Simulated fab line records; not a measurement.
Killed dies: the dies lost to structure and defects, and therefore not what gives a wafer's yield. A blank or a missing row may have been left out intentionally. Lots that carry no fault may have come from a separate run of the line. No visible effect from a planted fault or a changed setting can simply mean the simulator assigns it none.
Problem report, 8D (eight disciplines) form, completed by code	flow ritCmos	the parts of the form that need people (team, actions taken, sign-off) are left out

1. WHAT WENT WRONG
At RIT_NSD_HARDBAKE_07, heaterPowerTotalW averages 60.04 W over 9 wafers from 3 lots, while fault-free wafers read 62.54 W, standard deviation 0.05. Measured from the usual mean, that is -50 standard deviations.
The step: time 60 s.
First seen on wafer L487.1, day 5 16:32, on lithoTrack-03. Wafers with a number at this step in the record: 45, from 15 lots. The rule behind "out" and "out of limits": a value lying over 4 standard deviations away from the usual mean. Any other wafer with a number is counted as sound.

2. WHAT IT IS, WHAT IT ISN'T
question	is	is not
which readings at this step	heaterPowerTotalW, plateTempC	-
which lots	L487, L489, L490	L477, L478, L480, L481, L482, L483, L484, L486, L488, L495, L496, L498
which wafers of those lots	all that have a number	-
read on which tools	lithoTrack-03	lithoTrack-01, lithoTrack-04
when	from day 5 16:32	up to then (24 sound wafers); but 12 sound wafers of L488, L495, L496, L498 came after

3. WHAT RULES OUT EACH SUSPECT
Counting: any tool at a process step up to the reading is kept as a suspect provided that every lot that is out went through it and no sound lot did after the first of them.
- lithoTrack-03 at RIT_NSD_HARDBAKE_07 (time 60 s): kept. Every lot that is out went through it, starting with L487 (day 5 16:32), and after that it ran no sound lot; the last sound lot it ran before then is L484 (day 5 02:07). Its own readings are out on those wafers: heaterPowerTotalW, plateTempC.
Remaining after the count: lithoTrack-03 at RIT_NSD_HARDBAKE_07.

4. THE CAUSE (what the simulator had put in)
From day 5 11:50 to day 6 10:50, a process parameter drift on lithoTrack-03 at RIT_NSD_HARDBAKE_07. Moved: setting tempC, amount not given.
This tool alone remained once counting was done.

5. THE CHAIN OF EFFECTS, in route order
Rows list readings where the struck wafers' mean (over those with a number) sits beyond 3 standard deviations from the usual. Scope: only readings with a usual standard deviation given in the record; hours: median across lots of the time from each lot's start at the first step in this table that gives one to its start at this step; sigmas: change in usual standard deviations.
hours	step	reading	usual	on struck wafers	change	sigmas
0	RIT_NSD_HARDBAKE_07	heaterPowerTotalW	62.54 W	60.04	-2.50	-50
0	RIT_NSD_HARDBAKE_07	plateTempC	140.00 C	135.49	-4.51	-30
Process steps it contains:
- RIT_NSD_HARDBAKE_07: time 60 s.

6. HOW IT WOULD HAVE BEEN CAUGHT EARLIER
5 hours passed between the start of the fault at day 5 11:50 and the first reading out of limits in this record, taken at day 5 16:32.
